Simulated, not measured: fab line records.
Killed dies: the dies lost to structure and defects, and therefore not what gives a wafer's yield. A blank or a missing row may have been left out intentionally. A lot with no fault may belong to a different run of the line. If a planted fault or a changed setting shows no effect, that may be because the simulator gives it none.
Which tool is to blame? / flow rit_cmos / 7 lots, 21 wafers sampled, at 2 steps of a route of 202

## WHAT EACH GAUGE READ, for each wafer
RIT_WELLDRIVE_RS_MEAS_02: a four-point-probe measurement.
lot=L672; measured=day 2 09:22; on=film_metro-04; PWELL_RS (ohm/sq)=427.5 430.8 429.3
lot=L674; measured=day 2 20:05; on=film_metro-01; PWELL_RS (ohm/sq)=430.6 430.1 429.5
lot=L678; measured=day 4 04:26; on=film_metro-01; PWELL_RS (ohm/sq)=443.1 442.8 442.7 443.2 442.2 443.0
lot=L685; measured=day 5 03:02; on=film_metro-02; PWELL_RS (ohm/sq)=430.3 429.3 430.1
lot=L688; measured=day 5 19:01; on=film_metro-01; PWELL_RS (ohm/sq)=428.8 428.8 429.1
lot=L692; measured=day 6 13:40; on=film_metro-01; PWELL_RS (ohm/sq)=429.1 428.2 428.3
lot=L694; measured=day 7 00:22; on=film_metro-01; PWELL_RS (ohm/sq)=426.6 428.1 429.2

## EACH LOT AND THE TOOL THAT RAN IT (in order: tool; ch and the chambers of the sampled wafers; start)
lot=L672; RIT_PWELL_IMPLANT_08=implanter-04 ch 0, day 2 03:47
lot=L674; RIT_PWELL_IMPLANT_08=implanter-01 ch 0, day 2 14:31
lot=L678; RIT_PWELL_IMPLANT_08=implanter-04 ch 0, day 3 22:51
lot=L685; RIT_PWELL_IMPLANT_08=implanter-03 ch 0, day 4 20:32
lot=L688; RIT_PWELL_IMPLANT_08=implanter-01 ch 0, day 5 13:12
lot=L692; RIT_PWELL_IMPLANT_08=implanter-01 ch 0, day 6 08:05
lot=L694; RIT_PWELL_IMPLANT_08=implanter-01 ch 0, day 6 18:47
- RIT_PWELL_IMPLANT_08

## THE ANSWER, worked out from the rows above alone
Rule: what is usual is taken from the lots themselves. Put in order of their means at a reading, lots are off if they are a third of the lots or fewer, leave a main group of 4 or more, and stand apart from it by a gap of 3 or more times the standard deviation of the main group's means; of several such gaps the widest counts. A main group is skipped when, at the precision printed for the reading in the tables above, its means are all equal. A lot without any number at a reading at which 4 lots or more have one is off too. Where the step has rows for the other lots, those lots are counted as sound.
Off: L678, seen at RIT_WELLDRIVE_RS_MEAS_02 (PWELL_RS). The main group has a mean of 429.1 ohm/sq with a standard deviation of 0.73.
If a tool, at a process step before that reading, ran all the lots that are off and no sound lot after the first of them, it fits. Gauges at RIT_WELLDRIVE_RS_MEAS_02: tried the same way as those tools. One candidate fits, namely implanter-04 at RIT_PWELL_IMPLANT_08. A fault onset in the window from L672 (day 2 03:47, its last sound lot) to L678 (day 3 22:51, its first lot off) fits.

## WHAT THE SIMULATOR HAD INSERTED
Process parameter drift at RIT_PWELL_IMPLANT_08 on implanter-04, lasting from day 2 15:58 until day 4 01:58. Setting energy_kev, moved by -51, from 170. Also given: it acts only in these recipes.
Shown lots that were struck: L678. Same finding as the rule above.
